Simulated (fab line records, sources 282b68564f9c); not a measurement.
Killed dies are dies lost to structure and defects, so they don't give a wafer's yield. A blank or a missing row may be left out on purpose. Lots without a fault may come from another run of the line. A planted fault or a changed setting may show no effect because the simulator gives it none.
One fault seen from 2 desks | flow rit_cmos | each desk has only its own numbers; what lay behind them comes last

THE METROLOGY DESK
What the gauges read, lot by lot, whatever tool the lot ran on: means of the sampled wafers that have a number. A lot is out of limits, marked OUT, if its mean lies more than 4 standard deviations from the usual mean; the brackets give that distance.
Columns: A = INCOMING_BOW at RIT_ACTIVE_BOW_MEAS_00, usual -1 um; B = cd_nm at RIT_M1_CD_MEAS_90, usual 2599.2 nm
lot  | first seen here | A  | B
L154 | day 1 10:02     | 3  | 2597.0
L155 | day 1 15:00     | -4 | 2599.6
L156 | day 1 20:00     | 3  | 2595.5
L157 | day 2 01:00     | 0  | 2597.2
L158 | day 2 06:00     | -7 | 2597.4
L159 | day 2 11:01     | 2  | 2602.3
L161 | day 2 21:02     | -0 | 2600.2
L164 | day 3 12:00     | 2  | 2599.5
L165 | day 3 17:01     | -1 | 2600.9
L168 | day 4 08:00     | -1 | 2599.0
L170 | day 4 18:01     | 6  | 2597.0
L171 | day 4 23:02     | 0  | 2598.4
L174 | day 5 14:00     | 4  | 2602.6
L175 | day 5 19:00     | -6 | 2600.0
This desk's finding: nothing out of limits on any of the 14 lots.

THE TOOL OWNER'S DESK: plasma_asher-03
The tool's own readings at RIT_ACTIVE_STRIP_14 (strips in O2, time 180 s): means of the sampled wafers that have a number, for each lot that ran on this tool. A lot is out of limits, marked OUT, if its mean lies more than 4 standard deviations from the usual mean; the brackets give that distance.
Columns: A = drypump_motor_current_A at RIT_ACTIVE_STRIP_14, usual 5.6 A
lot  | first seen here | A
L154 | day 1 15:02     | 5.6
L155 | day 1 20:41     | 5.2
L156 | day 2 00:50     | 5.2
L158 | day 2 10:50     | 5.7
L164 | day 3 16:50     | 5.2
L165 | day 3 22:03     | 5.2
This desk's finding: nothing out of limits on any of the 6 lots.

PUT TOGETHER
The metrology desk saw nothing out of limits.
The tool owner's desk saw nothing out of limits.

WHAT THE SIMULATOR HAD PUT IN
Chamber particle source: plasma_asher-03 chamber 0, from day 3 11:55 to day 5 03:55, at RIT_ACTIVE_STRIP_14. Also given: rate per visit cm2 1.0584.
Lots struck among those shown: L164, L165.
